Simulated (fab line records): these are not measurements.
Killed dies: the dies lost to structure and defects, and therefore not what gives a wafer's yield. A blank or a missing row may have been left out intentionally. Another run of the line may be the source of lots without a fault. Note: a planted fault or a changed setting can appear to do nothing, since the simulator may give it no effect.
Which tool is to blame? ; flow ritCmos ; 14 lots with 42 wafers sampled at 5 steps, on a route of 202 steps

## WHAT EACH GAUGE READ, for each wafer
RIT_ACTIVE_BOW_MEAS_00.
lot;measured;on;INCOMING_BOW (um)
L133;day 1 10:01;filmMetro-02;-1 6 4
L134;day 1 15:00;filmMetro-03;0 0 4
L135;day 1 20:00;filmMetro-02;6 8 0
L136;day 2 01:00;filmMetro-03;4 -8 -4
L138;day 2 11:02;filmMetro-02;1 -3 -1
L140;day 2 21:01;filmMetro-01;6 -20 13
L141;day 3 02:00;filmMetro-01;3 -7 2
L143;day 3 12:00;filmMetro-03;-7 1 1
L144;day 3 17:00;filmMetro-03;-4 11 14
L145;day 3 22:00;filmMetro-03;1 -7 20
L146;day 4 03:02;filmMetro-03;5 -11 -10
L147;day 4 08:02;filmMetro-02;-1 -2 -1
L154;day 5 19:00;filmMetro-03;5 -2 -6
L156;day 6 05:01;filmMetro-03;-2 2 -3

RIT_FOX1_THK_MEAS_01.
lot;measured;on;FOX1_OXIDE_THK (nm)
L133;day 1 17:14;filmMetro-04;345 346 349
L134;day 1 22:07;filmMetro-02;346 343 346
L135;day 2 02:50;filmMetro-01;346 342 348
L136;day 2 08:41;filmMetro-01;369 362 369
L138;day 2 17:50;filmMetro-04;363 358 360
L140;day 3 04:58;filmMetro-01;355 347 349
L141;day 3 10:13;filmMetro-04;351 348 350
L143;day 3 19:51;filmMetro-01;350 350 346
L144;day 4 00:01;filmMetro-04;360 352 352
L145;day 4 05:16;filmMetro-04;339 341 343
L146;day 4 09:50;filmMetro-02;345 343 343
L147;day 4 14:58;filmMetro-01;350 350 351
L154;day 6 03:49;filmMetro-04;363 364 359
L156;day 6 14:16;filmMetro-01;360 362 367

RIT_SDANNEAL_RS_MEAS_04: measures by four-point-probe.
lot;measured;on;PSD_RS (ohm/sq)
L133;day 3 01:27;filmMetro-02;115.77 116.07 116.21
L134;day 3 07:05;filmMetro-01;115.99 116.00 115.90
L135;day 3 13:08;filmMetro-03;116.05 115.82 115.73
L136;day 3 17:52;filmMetro-01;116.09 116.12 116.78
L138;day 4 03:16;filmMetro-01;115.66 115.57 115.74
L140;day 4 15:20;filmMetro-01;116.04 115.89 115.86
L141;day 4 17:55;filmMetro-03;116.34 115.93 115.77
L143;day 5 04:14;filmMetro-03;116.18 115.79 115.88
L144;day 5 10:43;filmMetro-02;115.88 116.22 116.21
L145;day 5 13:40;filmMetro-01;115.38 116.01 115.90
L146;day 5 18:28;filmMetro-01;115.57 115.93 115.74
L147;day 6 01:26;filmMetro-03;115.92 116.20 115.85
L154;day 7 14:23;filmMetro-02;114.46 114.41 114.88 114.58 114.43 114.53
L156;day 8 03:22;filmMetro-01;114.86 114.43 114.68 115.15 114.57 114.64

RIT_M1_CD_MEAS_90: the cd target is 2600 nm.
lot;measured;on;cdNm (nm)
L133;day 3 07:19;cdSem-01;2600.1 2603.1 2604.4
L134;day 3 12:54;cdSem-01;2597.4 2598.0 2597.1
L135;day 3 18:50;cdSem-01;2602.9 2598.8 2600.3
L136;day 3 23:45;cdSem-02;2594.9 2603.1 2597.2
L138;day 4 09:18;cdSem-01;2602.6 2601.0 2603.1
L140;day 4 21:10;cdSem-01;2597.9 2597.8 2602.3
L141;day 4 23:39;cdSem-02;2597.0 2597.7 2602.5
L143;day 5 09:49;cdSem-02;2597.9 2597.2 2598.1
L144;day 5 16:47;cdSem-01;2600.2 2599.8 2600.4
L145;day 5 19:17;cdSem-02;2602.4 2601.2 2599.8
L146;day 6 00:19;cdSem-02;2597.9 2597.6 2599.1
L147;day 6 06:56;cdSem-02;2601.8 2601.6 2604.3
L154;day 8 00:13;cdSem-01;2598.1 2603.2 2598.0

## WHICH TOOL RAN EACH LOT (tool, then ch and the chambers of the sampled wafers, then the start)
lot;RIT_PSD_IMPLANT_08
L133;implanter-03 ch 0, day 3 00:35
L134;implanter-04 ch 0, day 3 05:52
L135;implanter-03 ch 0, day 3 11:55
L136;implanter-03 ch 0, day 3 17:02
L138;implanter-03 ch 0, day 4 02:15
L140;implanter-04 ch 0, day 4 14:31
L141;implanter-04 ch 0, day 4 17:05
L143;implanter-04 ch 0, day 5 03:25
L144;implanter-02 ch 0, day 5 09:53
L145;implanter-04 ch 0, day 5 12:48
L146;implanter-04 ch 0, day 5 17:40
L147;implanter-04 ch 0, day 6 00:38
L154;implanter-03 ch 0, day 7 13:34
L156;implanter-03 ch 0, day 8 02:34
- RIT_PSD_IMPLANT_08

## WHAT THE TOOLS THEMSELVES READ (means of the sampled wafers that have a number; where no wafer has one, the mark that the record gives instead)
RIT_PSD_IMPLANT_08.
lot;tool;beamEnergyKeV;endStationPressureTorr (Torr)
L133;implanter-03;27.002;1.43e-05
L134;implanter-04;27.005;1.23e-05
L135;implanter-03;26.999;1.40e-05
L136;implanter-03;26.996;1.53e-05
L138;implanter-03;26.991;1.43e-05
L140;implanter-04;27.005;1.15e-05
L141;implanter-04;27.000;1.28e-05
L143;implanter-04;26.999;1.24e-05
L144;implanter-02;26.998;1.40e-05
L145;implanter-04;26.999;1.16e-05
L146;implanter-04;27.006;1.27e-05
L147;implanter-04;26.995;1.17e-05
L154;implanter-03;27.600;1.41e-05
L156;implanter-03;27.591;1.47e-05

## THE ANSWER, worked out from the rows above alone
Rule: the lots themselves supply what counts as usual. The widest of any qualifying gaps counts: lots, ordered by their means at a reading, are off when they make up no more than a third of the lots, leave a main group of 4 or more, and stand apart from it by 3 or more times the standard deviation of that group's means. If all means in a main group match to the digits the tables above print for the reading, that group is not used. A lot without any number at a reading at which 4 lots or more have one is off too. Where the step has rows for the other lots, those lots are counted as sound. After the gauges, taken in route order, come the tools' own readings; for these a lot's mean is taken, as printed above. The first step at which some lot is off is used, and at that step the reading that is off furthest; a lot without a number counts as furthest.
Off: L154, L156, at RIT_SDANNEAL_RS_MEAS_04 (PSD_RS). For the main group the mean is 115.94 ohm/sq and the standard deviation 0.17.
A tool fits if, at a process step before that reading, it ran every lot that is off, and no sound lot after the first of them. The gauges at RIT_SDANNEAL_RS_MEAS_04 aren't tried: what is off there is off at RIT_PSD_IMPLANT_08 too, on other tools, and a gauge's error can't cause that. One fits: implanter-03 at RIT_PSD_IMPLANT_08. Its last sound lot is L138 (day 4 02:15), its first lot that is off L154 (day 7 13:34): a fault that began between those two fits.
The tool's own readings at RIT_PSD_IMPLANT_08 bear it out: on the lots that are off they differ by more than 5 times the standard deviation of the sound lots' means. beamEnergyKeV reads 27.596 there against 27.000 on the sound lots.

## WHAT THE SIMULATOR HAD PUT IN
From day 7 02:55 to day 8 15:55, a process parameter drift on implanter-03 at RIT_PSD_IMPLANT_08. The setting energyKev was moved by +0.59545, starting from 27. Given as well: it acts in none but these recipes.
Struck lots among those shown: L154, L156. The same result came from the rule above.
